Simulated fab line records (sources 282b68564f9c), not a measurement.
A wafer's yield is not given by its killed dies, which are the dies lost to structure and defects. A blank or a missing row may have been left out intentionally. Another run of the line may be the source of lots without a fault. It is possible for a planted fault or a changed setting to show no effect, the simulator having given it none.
Matching of chambers | flow ritCmos | RIT_ACTIVE_ETCH_13 on rieDiel-04: 4 sister chambers
The step etches Si3N4 in SF6, stops on SiO2, time 210 s, target depth 210 nm. 4 wafers are shown with their chamber, then 7 later ones without.

WAFERS, EACH WITH ITS CHAMBER
wafer  | chamber | throttleValvePct (%)
L154.2 | 0       | 7.58
L154.6 | 2       | 7.46
L155.2 | 1       | 7.63
L155.4 | 3       | 7.58

WAFERS WITHOUT THEIR CHAMBER
wafer  | throttleValvePct (%)
L155.5 | 7.61
L157.2 | 7.63
L157.3 | 7.45
L157.6 | 7.57
L165.2 | 7.63
L165.4 | 7.59
L165.5 | 7.55

WHICH CHAMBER EACH ONE RAN IN
wafer  | from the rows above          | in truth
L155.5 | can't be placed: 1 or 0 or 3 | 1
L157.2 | 1                            | 1
L157.3 | 2                            | 2
L157.6 | can't be placed: 0 or 3      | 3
L165.2 | 1                            | 1
L165.4 | can't be placed: 0 or 3 or 1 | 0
L165.5 | can't be placed: 0 or 3      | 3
Placed correctly: 3 of 7. These rows do not allow placing 4 (true chamber among the candidates in 4). Number placed wrongly: 0.
How it was worked out, from the rows above alone: a wafer's distance from a chamber is the root of the sum, over the readings, of the square of ((its reading less the chamber's mean) divided by the reading's scatter). The wafer belongs to the nearest chamber; if the next one is less than 2 further off, it can't be placed. The mean given for a chamber averages the wafers shown for that chamber. The scatter: with one shown wafer a chamber, the root of the mean of the squares of how far each hidden wafer lies from its nearest shown one.
